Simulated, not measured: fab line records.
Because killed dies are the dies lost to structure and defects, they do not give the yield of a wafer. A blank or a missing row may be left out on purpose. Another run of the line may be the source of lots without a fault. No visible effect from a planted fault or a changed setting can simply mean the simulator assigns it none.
fab line records	flow berkeleyCmos170
[record] lots = 5	wafers = 27
route steps=331 shown NWELL@27 WELLDRIVE@56 FIELD@90 SACOX@97 GATE@125 SPACER@171 M1@238 M3@331
startH: start of the lot's first displayed wafer, in hours after the record's first day	waitH: hours elapsed since this lot's preceding step	" the same as in the row above	L1.1+2: several wafers, shown together as one row	- no value present, or no start provided	* or withheld: withheld	< > ~ a bound
route shown NAME@n: a module of which the file shows steps, and the number in the route of the first	usual: mean/standard deviation of fault-free wafers	same: alike in all rows	chamber/n: place in a boat	sites: the reading at each site	_std_site: the standard deviation of these	_edge_site: the outer-site mean with the inner-site mean subtracted	radiusMm: for every site, how far away it sits from the centre of the wafer	mask NAME#n: copy n	behind: tool/chamber where the wafer was last shaped	hold: cause of the lot's hold/its duration in hours/its outcome	device: transistor that didn't switch, given as n, p or np	end of line: tests run on the same wafers once the route is complete	a step given without rows: its recipe and nothing more	killed: the dies lost at the first sort to structure and to defects; this is not the yield of the wafer	map: a wafer's dies, marking killed ones x, the rest . and places with no die _
set.NAME: setting as actually run; set.NAME@STEP: the setting as run at that earlier step	model.NAME: the simulator's own value behind a step, which no gauge read
lots where settings were altered on purpose, with a table for each step and a row for each wafer
[[steps]]
[step UCB170_NWELL_ETCH_13]
[recipe] chemistry = CH3F/Ar/O2	target = Si3N4	stopOn = SiO2	CH3F_flow_sccm = 20	Ar_flow_sccm = 50	O2_flow_sccm = 7	pressureMtorr = 50	rfW = 450	targetDepthA = 2464	overEtchFrac = 0.1	timeS = 154
[usual] oesProductAu = 0.936/0.014
lot.wafer	tool	chamber	startH	waitH	set.targetDepthA	oesProductAu	model.KrF_of_NWELL_COAT_07.thkNm	model.etch.depthNm
L074.1	rieDiel-03	1	31.28	0.0	2464	0.938	715.9	218.7
L074.5	"	0	"	"	2464	0.911	717.1	218.9
L074.6	"	1	"	"	2464	0.934	716.4	217.7
L079.1	rieDiel-01	0	60.17	0.0	1860	1.002	764.4	185.3
L079.2	"	1	"	"	2464	0.916	721.3	218.1
L079.3	"	2	"	"	1860	0.998	763.6	184.9
L079.4	"	3	"	"	2464	0.934	713.9	216.9
L079.5	"	2	"	"	1860	0.996	764.3	183.7
L079.6	"	3	"	"	2464	0.932	710.6	216.9
L081.1	rieDiel-01	1	70.67	0.0	2464	0.925	723.9	-
L081.2	"	2	"	"	1790	1.007	768.8	-
L081.3	"	3	"	"	1790	1.026	763.9	184.7
L081.4	"	0	"	"	1790	1.018	768.8	176.9
L081.5	"	3	"	"	2464	0.934	716.4	-
L081.6	"	2	"	"	2464	0.942	727.8	220
L082.1	rieDiel-03	3	70.95	0.0	3892	0.719	634.7	-
L082.2	"	1	"	"	3892	0.734	623.9	220.4
L082.3	"	2	"	"	2464	0.952	726.1	-
L082.4	"	0	"	"	3892	0.724	622.8	220.8
L082.5	"	2	"	"	2464	0.956	720.5	221
L082.6	"	1	"	"	2464	0.951	719.5	-
L085.1	rieDiel-03	1	88.40	0.0	3579	0.772	638.2	225.1
L085.2	"	0	"	"	3579	0.756	638.3	223.7
L085.3	"	2	"	"	2464	0.971	722.7	223.7
L085.4	"	3	"	"	3579	0.757	651.8	224
L085.5	"	1	"	"	2464	0.951	717.1	225.9
L085.6	"	2	"	"	2464	0.967	719.7	225.1
[step UCB170_NWELL_IMPLANT_14]
[recipe] species = P	doseCm2 = 1e+13	energyKev = 150	tiltDeg = 7
[step UCB170_NWELL_STRIP_15]
[recipe] chemistry = O2	powerW = 400	pressureMtorr = 3500	platenTempC = withheld	o2FlowSccm = 400	overashFraction = 0.5
[usual] stripTimeToEndpointS = 18.01/0.11
lot.wafer	tool	chamber	startH	waitH	set.targetDepthA@NWELL_ETCH_13	stripTimeToEndpointS
L074.1	plasmaAsher-01	0	31.53	0.1	2464	17.89
L074.5	"	0	"	"	2464	17.90
L074.6	"	1	"	"	2464	17.89
L079.1	plasmaAsher-02	0	60.42	0.1	1860	19.03
L079.2	"	1	"	"	2464	18.01
L079.3	"	0	"	"	1860	19.02
L079.4	"	1	"	"	2464	17.83
L079.5	"	0	"	"	1860	19.03
L079.6	"	1	"	"	2464	17.77
L081.1	plasmaAsher-03	1	70.92	0.1	2464	18.06
L081.2	"	0	"	"	1790	19.15
L081.3	"	0	"	"	1790	19.04
L081.4	"	1	"	"	1790	19.14
L081.5	"	1	"	"	2464	17.89
L081.6	"	0	"	"	2464	18.17
L082.1	plasmaAsher-01	0	71.20	0.1	3892	15.92
L082.2	"	1	"	"	3892	15.74
L082.3	"	0	"	"	2464	18.11
L082.4	"	1	"	"	3892	15.72
L082.5	"	1	"	"	2464	18.00
L082.6	"	0	"	"	2464	17.97
L085.1	plasmaAsher-01	1	88.66	0.1	3579	16.01
L085.2	"	0	"	"	3579	16.01
L085.3	"	0	"	"	2464	18.04
L085.4	"	1	"	"	3579	16.34
L085.5	"	0	"	"	2464	17.90
L085.6	"	1	"	"	2464	17.98
[step UCB170_WELLDRIVE_OXIDATION_01]
[recipe] tempC = 1100	ambient = O2	targetThkA = 1990	oxTimeS = 9000
lot.wafer	tool	chamber	startH	waitH	set.oxTimeS	model.SiO2_of_WELLDRIVE_OXIDATION_01.thkNm
L074.1	furnace-01	0	58.66	1.5	9000	202.1
L074.5	"	0	"	"	9000	197.5
L074.6	"	0	"	"	9000	199.8
L079.1	-	-	-	3.1	3760	118.3
L079.2	"	-	"	"	3760	122.7
L079.3	"	-	"	"	3760	121.8
L079.4	"	-	"	"	3760	120
L079.5	"	-	"	"	3760	122.2
L079.6	"	-	"	"	3760	117.9
L081.1	-	-	-	2.4	13310	250.2
L081.2	"	-	"	"	13310	255.4
L081.3	"	-	"	"	13310	254.4
L081.4	"	-	"	"	13310	253.1
L081.5	"	-	"	"	13310	251.6
L081.6	"	-	"	"	13310	251.5
L082.1	-	-	-	7.2	4599	131
L082.2	"	-	"	"	4599	132.9
L082.3	"	-	"	"	4599	132.3
L082.4	"	-	"	"	4599	129.4
L082.5	"	-	"	"	4599	133.9
L082.6	"	-	"	"	4599	132
L085.1	-	-	-	2.4	9000	202.6
L085.2	"	-	"	"	9000	199.1
L085.3	"	-	"	"	9000	202.9
L085.4	"	-	"	"	9000	201
L085.5	"	-	"	"	9000	202.1
L085.6	"	-	"	"	9000	203.2
[step UCB170_WELLDRIVE_THK_MEAS_02]
[recipe] reads = SiO2_of_WELLDRIVE_OXIDATION_01
[usual] WELLDRIVE_OXIDE_THK = 199.5/2.6
lot.wafer	tool	chamber	startH	waitH	set.oxTimeS@WELLDRIVE_OXIDATION_01	WELLDRIVE_OXIDE_THK[nm]
L074.1	filmMetro-02	-	62.16	0.0	9000	202.1
L074.5	"	-	"	"	9000	197.5
L074.6	"	-	"	"	9000	199.7
L079.1	filmMetro-03	-	-	-	3760	118.3
L079.2	"	-	"	"	3760	122.7
L079.3	"	-	"	"	3760	121.8
L079.4	"	-	"	"	3760	120.1
L079.5	"	-	"	"	3760	122.2
L079.6	"	-	"	"	3760	117.9
L081.1	filmMetro-02	-	-	-	13310	250.1
L081.2	"	-	"	"	13310	255.4
L081.3	"	-	"	"	13310	254.3
L081.4	"	-	"	"	13310	253.2
L081.5	"	-	"	"	13310	251.7
L081.6	"	-	"	"	13310	251.5
L082.1	filmMetro-01	-	-	-	4599	131.0
L082.2	"	-	"	"	4599	133.0
L082.3	"	-	"	"	4599	132.4
L082.4	"	-	"	"	4599	129.5
L082.5	"	-	"	"	4599	133.9
L082.6	"	-	"	"	4599	132.1
L085.1	filmMetro-02	-	-	-	9000	202.5
L085.2	"	-	"	"	9000	199.1
L085.3	"	-	"	"	9000	202.9
L085.4	"	-	"	"	9000	200.9
L085.5	"	-	"	"	9000	202.1
L085.6	"	-	"	"	9000	203.1
[step UCB170_FIELD_OXIDATION_01]
[recipe] tempC = 1000	ambient = H2O	pH2oTorr = 584.62	targetThkA = 5583	oxTimeS = 7200
lot.wafer	tool	chamber	startH	waitH	set.oxTimeS	model.SiO2_of_FIELD_OXIDATION_01.thkNm
L074.1	furnace-04	0	85.10	2.3	7200	559.4
L074.5	"	0	"	"	7200	557.4
L074.6	"	0	"	"	7200	562.1
L079.1	-	-	-	0.2	7200	565.9
L079.2	"	-	"	"	7200	574.9
L079.3	"	-	"	"	7200	584.2
L079.4	"	-	"	"	7200	566.8
L079.5	"	-	"	"	7200	575.1
L079.6	"	-	"	"	7200	582.1
L081.1	-	-	-	0.4	4951	428.2
L081.2	"	-	"	"	4951	432.3
L081.3	"	-	"	"	4951	424.1
L081.4	"	-	"	"	4951	428.4
L081.5	"	-	"	"	4951	435.9
L081.6	"	-	"	"	4951	430.2
L082.1	-	-	-	4.2	4105	375.4
L082.2	"	-	"	"	4105	369.8
L082.3	"	-	"	"	4105	372.9
L082.4	"	-	"	"	4105	375.7
L082.5	"	-	"	"	4105	380
L082.6	"	-	"	"	4105	375.2
L085.1	-	-	-	1.5	9368	665.1
L085.2	"	-	"	"	9368	666.1
L085.3	"	-	"	"	9368	672.1
L085.4	"	-	"	"	9368	664.2
L085.5	"	-	"	"	9368	673.4
L085.6	"	-	"	"	9368	671.2
[step UCB170_FIELD_THK_MEAS_02]
[recipe] reads = SiO2_of_FIELD_OXIDATION_01
[usual] FIELD_OXIDE_THK = 558/9
lot.wafer	tool	chamber	startH	waitH	set.oxTimeS@FIELD_OXIDATION_01	FIELD_OXIDE_THK[nm]
L074.1	filmMetro-02	-	88.10	0.0	7200	559
L074.5	"	-	"	"	7200	557
L074.6	"	-	"	"	7200	562
L079.1	filmMetro-04	-	-	-	7200	566
L079.2	"	-	"	"	7200	575
L079.3	"	-	"	"	7200	584
L079.4	"	-	"	"	7200	567
L079.5	"	-	"	"	7200	575
L079.6	"	-	"	"	7200	582
L081.1	filmMetro-01	-	-	-	4951	428
L081.2	"	-	"	"	4951	432
L081.3	"	-	"	"	4951	424
L081.4	"	-	"	"	4951	428
L081.5	"	-	"	"	4951	436
L081.6	"	-	"	"	4951	431
L082.1	filmMetro-02	-	-	-	4105	375
L082.2	"	-	"	"	4105	370
L082.3	"	-	"	"	4105	372
L082.4	"	-	"	"	4105	376
L082.5	"	-	"	"	4105	380
L082.6	"	-	"	"	4105	375
L085.1	filmMetro-02	-	-	-	9368	665
L085.2	"	-	"	"	9368	666
L085.3	"	-	"	"	9368	673
L085.4	"	-	"	"	9368	664
L085.5	"	-	"	"	9368	674
L085.6	"	-	"	"	9368	670
[step UCB170_FIELD_ANNEAL_03]
[recipe] tempC = 1000	timeS = 1200	ambient = N2
[step UCB170_FIELD_WET_ETCH_04]
[recipe] chemistry = dHF	dilution = 10:1	target = SiO2	tempC = 25	timeS = 60.94
[step UCB170_FIELD_WET_ETCH_05]
[recipe] chemistry = H3PO4	target = Si3N4	tempC = 160	timeS = 12600
[step UCB170_FIELD_WET_ETCH_06]
[recipe] chemistry = BOE	dilution = 5:1	target = SiO2	tempC = 25	timeS = 22
[step UCB170_FIELD_THK_MEAS_90]
[recipe] reads = SiO2_of_FIELD_OXIDATION_01
[usual] FIELD_OXIDE_LEFT_1_THK = 440/8.9
lot.wafer	tool	chamber	startH	waitH	set.oxTimeS@FIELD_OXIDATION_01	FIELD_OXIDE_LEFT_1_THK[nm]
L074.1	filmMetro-04	-	95.87	0.0	7200	444
L074.5	"	-	"	"	7200	441
L074.6	"	-	"	"	7200	446
L079.1	filmMetro-02	-	136.02	0.0	7200	448
L079.2	"	-	"	"	7200	457
L079.3	"	-	"	"	7200	466
L079.4	"	-	"	"	7200	448
L079.5	"	-	"	"	7200	457
L079.6	"	-	"	"	7200	465
L081.1	filmMetro-04	-	136.02	0.0	4951	312
L081.2	"	-	"	"	4951	316
L081.3	"	-	"	"	4951	307
L081.4	"	-	"	"	4951	312
L081.5	"	-	"	"	4951	320
L081.6	"	-	"	"	4951	314
L082.1	filmMetro-02	-	143.69	0.0	4105	259
L082.2	"	-	"	"	4105	254
L082.3	"	-	"	"	4105	257
L082.4	"	-	"	"	4105	260
L082.5	"	-	"	"	4105	264
L082.6	"	-	"	"	4105	259
L085.1	filmMetro-01	-	165.18	0.0	9368	549
L085.2	"	-	"	"	9368	550
L085.3	"	-	"	"	9368	556
L085.4	"	-	"	"	9368	548
L085.5	"	-	"	"	9368	557
L085.6	"	-	"	"	9368	555
[step UCB170_SACOX_CLEAN_00]
[recipe] chemistry = dHF	dilution = 25:1	timeS = 7.5
[step UCB170_SACOX_OXIDATION_01]
[recipe] tempC = 900	ambient = O2	targetThkA = 144	oxTimeS = 2400
[step UCB170_GATE_WET_ETCH_00]
[recipe] chemistry = dHF	dilution = 25:1	target = SiO2	tempC = 25	timeS = 200
[step UCB170_FIELD_THK_MEAS_91]
[recipe] reads = SiO2_of_FIELD_OXIDATION_01
[usual] FIELD_OXIDE_LEFT_2_THK = 352/8.9
lot.wafer	tool	chamber	startH	waitH	set.oxTimeS@FIELD_OXIDATION_01	FIELD_OXIDE_LEFT_2_THK[nm]
L074.1	filmMetro-02	-	123.49	0.0	7200	356
L074.5	"	-	"	"	7200	354
L074.6	"	-	"	"	7200	359
L081.1	filmMetro-02	-	153.43	0.0	4951	224
L081.2	"	-	"	"	4951	229
L081.3	"	-	"	"	4951	220
L081.4	"	-	"	"	4951	224
L081.5	"	-	"	"	4951	232
L081.6	"	-	"	"	4951	227
L079.1	filmMetro-01	-	153.50	0.0	7200	359
L079.2	"	-	"	"	7200	368
L079.3	"	-	"	"	7200	377
L079.4	"	-	"	"	7200	359
L079.5	"	-	"	"	7200	368
L079.6	"	-	"	"	7200	376
L082.1	filmMetro-02	-	155.60	0.0	4105	170
L082.2	"	-	"	"	4105	165
L082.3	"	-	"	"	4105	168
L082.4	"	-	"	"	4105	171
L082.5	"	-	"	"	4105	175
L082.6	"	-	"	"	4105	171
L085.1	filmMetro-01	-	178.75	0.0	9368	461
L085.2	"	-	"	"	9368	462
L085.3	"	-	"	"	9368	468
L085.4	"	-	"	"	9368	460
L085.5	"	-	"	"	9368	469
L085.6	"	-	"	"	9368	467
[step UCB170_SPACER_CVD_00]
[recipe] material = SiO2	targetThkNm = 376	tempC = 390	precursor = TEOS/O2	timeS = 47	rfW = 550	pressureMtorr = 9000
lot.wafer	tool	chamber	startH	waitH	set.timeS	model.SiO2_of_SPACER_CVD_00.thkNm
L074.1	pecvd-01	2	136.53	0.0	47	367.6
L074.5	"	2	"	"	47	372.1
L074.6	"	1	"	"	47	375.2
L081.1	pecvd-02	1	170.91	0.0	20.16	160.6
L081.2	"	2	"	"	47	366.6
L081.3	"	0	"	"	20.16	156.6
L081.4	"	0	"	"	20.16	155.7
L081.5	"	1	"	"	47	379
L081.6	"	2	"	"	47	374.1
L079.1	pecvd-01	1	171.10	0.0	62.11	491.8
L079.2	"	2	"	"	47	371.8
L079.3	"	0	"	"	47	367.9
L079.4	"	1	"	"	62.11	501
L079.5	"	2	"	"	62.11	500.6
L079.6	"	0	"	"	47	372.7
L082.1	pecvd-02	2	172.79	0.0	68.63	547.6
L082.2	"	1	"	"	68.63	552.3
L082.3	"	0	"	"	47	370.9
L082.4	"	0	"	"	47	375.9
L082.5	"	2	"	"	47	380
L082.6	"	1	"	"	68.63	563.8
L085.1	pecvd-02	1	194.01	0.0	47	383.3
L085.2	"	2	"	"	20.71	169.2
L085.3	"	0	"	"	47	375.8
L085.4	"	1	"	"	20.71	182
L085.5	"	0	"	"	20.71	167.3
L085.6	"	2	"	"	47	379
[step UCB170_SPACER_THK_MEAS_01]
[recipe] reads = SiO2_of_SPACER_CVD_00
[usual] SPACER_TEOS_THK = 373/6.5
lot.wafer	tool	chamber	startH	waitH	set.timeS@SPACER_CVD_00	SPACER_TEOS_THK[nm]
L074.1	filmMetro-02	-	136.58	0.0	47	368
L074.5	"	-	"	"	47	372
L074.6	"	-	"	"	47	375
L081.1	filmMetro-04	-	170.95	0.0	20.16	161
L081.2	"	-	"	"	47	367
L081.3	"	-	"	"	20.16	157
L081.4	"	-	"	"	20.16	156
L081.5	"	-	"	"	47	379
L081.6	"	-	"	"	47	374
L079.1	filmMetro-02	-	171.14	0.0	62.11	492
L079.2	"	-	"	"	47	372
L079.3	"	-	"	"	47	368
L079.4	"	-	"	"	62.11	501
L079.5	"	-	"	"	62.11	501
L079.6	"	-	"	"	47	373
L082.1	filmMetro-04	-	172.83	0.0	68.63	548
L082.2	"	-	"	"	68.63	552
L082.3	"	-	"	"	47	371
L082.4	"	-	"	"	47	376
L082.5	"	-	"	"	47	380
L082.6	"	-	"	"	68.63	564
L085.1	filmMetro-03	-	194.05	0.0	47	383
L085.2	"	-	"	"	20.71	169
L085.3	"	-	"	"	47	376
L085.4	"	-	"	"	20.71	182
L085.5	"	-	"	"	20.71	167
L085.6	"	-	"	"	47	379
[step UCB170_SPACER_ANNEAL_02]
[recipe] tempC = 900	timeS = 1800	ambient = N2
[step UCB170_SPACER_ETCHBACK_03]
[recipe] stopOn = Si	target = SiO2	chemistry = CHF3/CF4/Ar	CHF3_flow_sccm = 50	cf4FlowSccm = 10	Ar_flow_sccm = 120	pressureMtorr = 200	rfW = 500	targetDepthA = 3760	timeS = 100
[usual] oesProductAu = 0.896/0.016
lot.wafer	tool	chamber	startH	waitH	set.timeS@SPACER_CVD_00	oesProductAu	model.etch.depthNm
L074.1	rieDiel-04	1	139.89	0.0	47	0.877	367.6
L074.5	"	3	"	"	47	0.896	372.1
L074.6	"	2	"	"	47	0.908	375.2
L079.1	rieDiel-03	1	174.31	0.0	62.11	1.023	438
L079.2	"	3	"	"	47	0.880	371.8
L079.3	"	0	"	"	47	0.871	367.9
L079.4	"	2	"	"	62.11	1.021	430.1
L079.5	"	0	"	"	62.11	1.015	449.5
L079.6	"	1	"	"	47	0.910	372.7
L081.1	rieDiel-01	0	174.31	0.0	20.16	0.519	-
L081.2	"	3	"	"	47	0.880	-
L081.3	"	1	"	"	20.16	0.515	156.6
L081.4	"	2	"	"	20.16	0.509	155.7
L081.5	"	2	"	"	47	0.913	-
L081.6	"	3	"	"	47	0.882	374.1
L082.1	rieDiel-03	1	175.81	0.0	68.63	1.024	-
L082.2	"	0	"	"	68.63	1.024	451
L082.3	"	3	"	"	47	0.886	-
L082.4	"	2	"	"	47	0.927	375.9
L082.5	"	0	"	"	47	0.892	380
L082.6	"	3	"	"	68.63	0.974	-
L085.1	rieDiel-03	1	197.27	0.0	47	0.922	383.3
L085.2	"	2	"	"	20.71	0.558	169.2
L085.3	"	3	"	"	47	0.888	375.8
L085.4	"	0	"	"	20.71	0.543	182
L085.5	"	0	"	"	20.71	0.516	167.3
L085.6	"	1	"	"	47	0.914	379
[step UCB170_M1_SPUTTER_00]
[recipe] material = Al	targetThkNm = 600	timeS = 80	powerW = 6000	chamberPressurePa = 0.5
lot.wafer	tool	chamber	startH	waitH	set.timeS	model.Al_of_M1_SPUTTER_00.thkNm
L074.1	pvdSputter-04	-	154.04	0.0	80	602
L074.5	"	-	"	"	80	595.5
L074.6	"	-	"	"	80	598.3
L079.1	pvdSputter-03	-	185.54	0.0	80	602.8
L079.2	"	-	"	"	80	613.2
L079.3	"	-	"	"	80	600.5
L079.4	"	-	"	"	80	603.6
L079.5	"	-	"	"	80	607
L079.6	"	-	"	"	80	597.4
L081.1	pvdSputter-04	-	185.71	0.0	93.73	696.1
L081.2	"	-	"	"	93.73	709.9
L081.3	"	-	"	"	80	600.4
L081.4	"	-	"	"	80	596.3
L081.5	"	-	"	"	93.73	698.2
L081.6	"	-	"	"	80	595.1
L082.1	pvdSputter-03	-	187.47	0.0	97.9	725.4
L082.2	"	-	"	"	80	602.7
L082.3	"	-	"	"	97.9	744.9
L082.4	"	-	"	"	80	598
L082.5	"	-	"	"	80	606.1
L082.6	"	-	"	"	97.9	731.1
L085.1	pvdSputter-03	-	212.23	0.0	80	605.5
L085.2	"	-	"	"	80	596.5
L085.3	"	-	"	"	80	606.8
L085.4	"	-	"	"	80	610.1
L085.5	"	-	"	"	80	611.2
L085.6	"	-	"	"	80	606.7
[step UCB170_M1_RS_MEAS_01]
[recipe] thkMeasGauge = four-point-probe	reads = Al_of_M1_SPUTTER_00
[usual] M1_AL_RS = 0.0485/0.00066
lot.wafer	tool	chamber	startH	waitH	set.timeS@M1_SPUTTER_00	M1_AL_RS[ohm/sq]
L074.1	filmMetro-04	-	154.10	0.0	80	0.0483
L074.5	"	-	"	"	80	0.0490
L074.6	"	-	"	"	80	0.0486
L079.1	filmMetro-01	-	185.60	0.0	80	0.0484
L079.2	"	-	"	"	80	0.0475
L079.3	"	-	"	"	80	0.0485
L079.4	"	-	"	"	80	0.0482
L079.5	"	-	"	"	80	0.0479
L079.6	"	-	"	"	80	0.0488
L081.1	filmMetro-03	-	185.77	0.0	93.73	0.0418
L081.2	"	-	"	"	93.73	0.0409
L081.3	"	-	"	"	80	0.0486
L081.4	"	-	"	"	80	0.0489
L081.5	"	-	"	"	93.73	0.0416
L081.6	"	-	"	"	80	0.0489
L082.1	filmMetro-01	-	187.53	0.0	97.9	0.0400
L082.2	"	-	"	"	80	0.0483
L082.3	"	-	"	"	97.9	0.0390
L082.4	"	-	"	"	80	0.0487
L082.5	"	-	"	"	80	0.0480
L082.6	"	-	"	"	97.9	0.0397
L085.1	filmMetro-01	-	212.29	0.0	80	0.0480
L085.2	"	-	"	"	80	0.0488
L085.3	"	-	"	"	80	0.0480
L085.4	"	-	"	"	80	0.0477
L085.5	"	-	"	"	80	0.0477
L085.6	"	-	"	"	80	0.0480
[step UCB170_M1_THK_MEAS_02]
[recipe] thkMeasGauge = xrf	reads = Al_of_M1_SPUTTER_00
[usual] M1_AL_THK = 597/9.1
lot.wafer	tool	chamber	startH	waitH	set.timeS@M1_SPUTTER_00	M1_AL_THK[nm]
L074.1	filmMetro-04	-	154.22	0.1	80	600
L074.5	"	-	"	"	80	594
L074.6	"	-	"	"	80	595
L079.1	filmMetro-01	-	185.72	0.1	80	602
L079.2	"	-	"	"	80	609
L079.3	"	-	"	"	80	599
L079.4	"	-	"	"	80	601
L079.5	"	-	"	"	80	604
L079.6	"	-	"	"	80	597
L081.1	filmMetro-03	-	185.89	0.1	93.73	689
L081.2	"	-	"	"	93.73	702
L081.3	"	-	"	"	80	593
L081.4	"	-	"	"	80	591
L081.5	"	-	"	"	93.73	690
L081.6	"	-	"	"	80	587
L082.1	filmMetro-01	-	187.65	0.1	97.9	726
L082.2	"	-	"	"	80	601
L082.3	"	-	"	"	97.9	746
L082.4	"	-	"	"	80	598
L082.5	"	-	"	"	80	606
L082.6	"	-	"	"	97.9	729
L085.1	filmMetro-01	-	212.41	0.1	80	606
L085.2	"	-	"	"	80	598
L085.3	"	-	"	"	80	607
L085.4	"	-	"	"	80	607
L085.5	"	-	"	"	80	611
L085.6	"	-	"	"	80	607
[step UCB170_M3_PROBE_99]
lot.wafer	tool	chamber	startH	waitH	set.timeS@SPACER_CVD_00	model.etest.ppolyLine.lineOhmUm	model.etest.ppolyLine.rsOhmSq	model.etest.ppolySal.rsOhmSq
L074.1	prober-02	-	170.57	0.1	47	15.58	5.022	4.198
L074.5	prober-02	-	170.77	0.2	47	15.8	5.012	4.23
L074.6	prober-02	-	170.82	0.2	47	15.78	5.044	4.231
L079.1	prober-01	-	204.22	0.1	62.11	788.4	277.3	276.5
L079.2	prober-01	-	204.27	0.1	47	15.1	4.875	4.13
L079.4	prober-01	-	204.37	0.2	62.11	1028	363.4	363.6
L079.5	prober-01	-	204.42	0.2	62.11	782.4	276.6	275.8
L079.6	prober-01	-	204.47	0.2	47	15.02	4.95	4.193
L081.1	prober-01	-	204.97	0.1	20.16	16.16	5.069	4.239
L081.2	prober-01	-	205.02	0.1	47	16.16	5.181	4.309
L081.3	prober-01	-	205.07	0.2	20.16	15.9	5.032	4.243
L081.4	prober-01	-	205.12	0.2	20.16	16.11	5.135	4.321
L081.5	prober-01	-	205.17	0.2	47	15.78	5.051	4.258
L081.6	prober-01	-	205.22	0.2	47	15.93	5.019	4.225
L082.1	prober-01	-	210.02	0.1	68.63	8965	3085	3065
L082.2+6	prober-01	-	210.07	0.1	68.63	-	-	-
L082.3+4	prober-01	-	210.12	0.2	47	-	-	-
L082.5	prober-01	-	210.22	0.2	47	15.54	5.026	4.242
L085.1	prober-02	-	231.85	0.1	47	15.47	5.067	4.272
L085.2	prober-02	-	231.90	0.1	20.71	15.83	5.079	4.278
L085.3	prober-02	-	231.95	0.2	47	15.7	4.917	4.15
L085.4	prober-02	-	232.00	0.2	20.71	15.59	5	4.268
L085.5	prober-02	-	232.05	0.2	20.71	15.65	5.057	4.258
L085.6	prober-02	-	232.10	0.2	47	15.21	4.873	4.16
// killed by level:class
L074.1 SACOX:geometricParticle:open=1 M2:geometricParticle:short=1 PWELL:areaEtch=1
L074.5 FIELD:geometricParticle:open=1 CONTACT:geometricParticle:short=1
L074.6 ACTIVE:geometricParticle:open=1 SILICIDE:geometricParticle:short=1 M1:geometricParticle:short=1
[[key]]
[split] step = UCB170_NWELL_ETCH_13	setting = targetDepthA	stated = 2464	by = wafer
[response] step = UCB170_NWELL_ETCH_13	reading = oesProductAu	change = -0.00389	per = 1%	r = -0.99
[response] step = UCB170_NWELL_ETCH_13	reading = model.KrF_of_NWELL_COAT_07.thkNm	change = -1.69	per = 1%	r = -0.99
[response] step = UCB170_NWELL_ETCH_13	reading = model.etch.depthNm	shape = bent	atLowest = 180.8	atStated = 220.3	atHighest = 220.6
[response] step = UCB170_NWELL_STRIP_15	reading = stripTimeToEndpointS	change = *	per = 1%	r = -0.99
[split] step = UCB170_WELLDRIVE_OXIDATION_01	setting = oxTimeS	stated = 9000	by = lot
[response] step = UCB170_WELLDRIVE_OXIDATION_01	reading = model.SiO2_of_WELLDRIVE_OXIDATION_01.thkNm	change = +1.27	per = 1%	r = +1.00
[response] step = UCB170_WELLDRIVE_THK_MEAS_02	reading = WELLDRIVE_OXIDE_THK	change = +1.27	per = 1%	r = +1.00
[split] step = UCB170_FIELD_OXIDATION_01	setting = oxTimeS	stated = 7200	by = lot
[response] step = UCB170_FIELD_OXIDATION_01	reading = model.SiO2_of_FIELD_OXIDATION_01.thkNm	change = +4.07	per = 1%	r = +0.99
[response] step = UCB170_FIELD_THK_MEAS_02	reading = FIELD_OXIDE_THK	change = +4.07	per = 1%	r = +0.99
[response] step = UCB170_FIELD_THK_MEAS_90	reading = FIELD_OXIDE_LEFT_1_THK	change = +4.07	per = 1%	r = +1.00
[response] step = UCB170_FIELD_THK_MEAS_91	reading = FIELD_OXIDE_LEFT_2_THK	change = +4.07	per = 1%	r = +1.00
[split] step = UCB170_SPACER_CVD_00	setting = timeS	stated = 47	by = wafer
[response] step = UCB170_SPACER_CVD_00	reading = model.SiO2_of_SPACER_CVD_00.thkNm	change = +3.79	per = 1%	r = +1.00
[response] step = UCB170_SPACER_THK_MEAS_01	reading = SPACER_TEOS_THK	change = +3.79	per = 1%	r = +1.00
[response] step = UCB170_SPACER_ETCHBACK_03	reading = oesProductAu	change = +0.00538	per = 1%	r = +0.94
[response] step = UCB170_SPACER_ETCHBACK_03	reading = model.etch.depthNm	change = +3.17	per = 1%	r = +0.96
[response] step = UCB170_M3_PROBE_99	reading = model.etest.ppolyLine.lineOhmUm	shape = bent	atLowest = 16.06	atStated = 15.59	atHighest = 8965
[response] step = UCB170_M3_PROBE_99	reading = model.etest.ppolyLine.rsOhmSq	shape = bent	atLowest = 5.078	atStated = 5.003	atHighest = 3085
[response] step = UCB170_M3_PROBE_99	reading = model.etest.ppolySal.rsOhmSq	shape = bent	atLowest = 4.267	atStated = 4.217	atHighest = 3065
[split] step = UCB170_M1_SPUTTER_00	setting = timeS	stated = 80	by = wafer
[response] step = UCB170_M1_SPUTTER_00	reading = model.Al_of_M1_SPUTTER_00.thkNm	change = +5.95	per = 1%	r = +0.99
[response] step = UCB170_M1_RS_MEAS_01	reading = M1_AL_RS	change = -0.000406	per = 1%	r = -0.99
[response] step = UCB170_M1_THK_MEAS_02	reading = M1_AL_THK	change = +5.94	per = 1%	r = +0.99
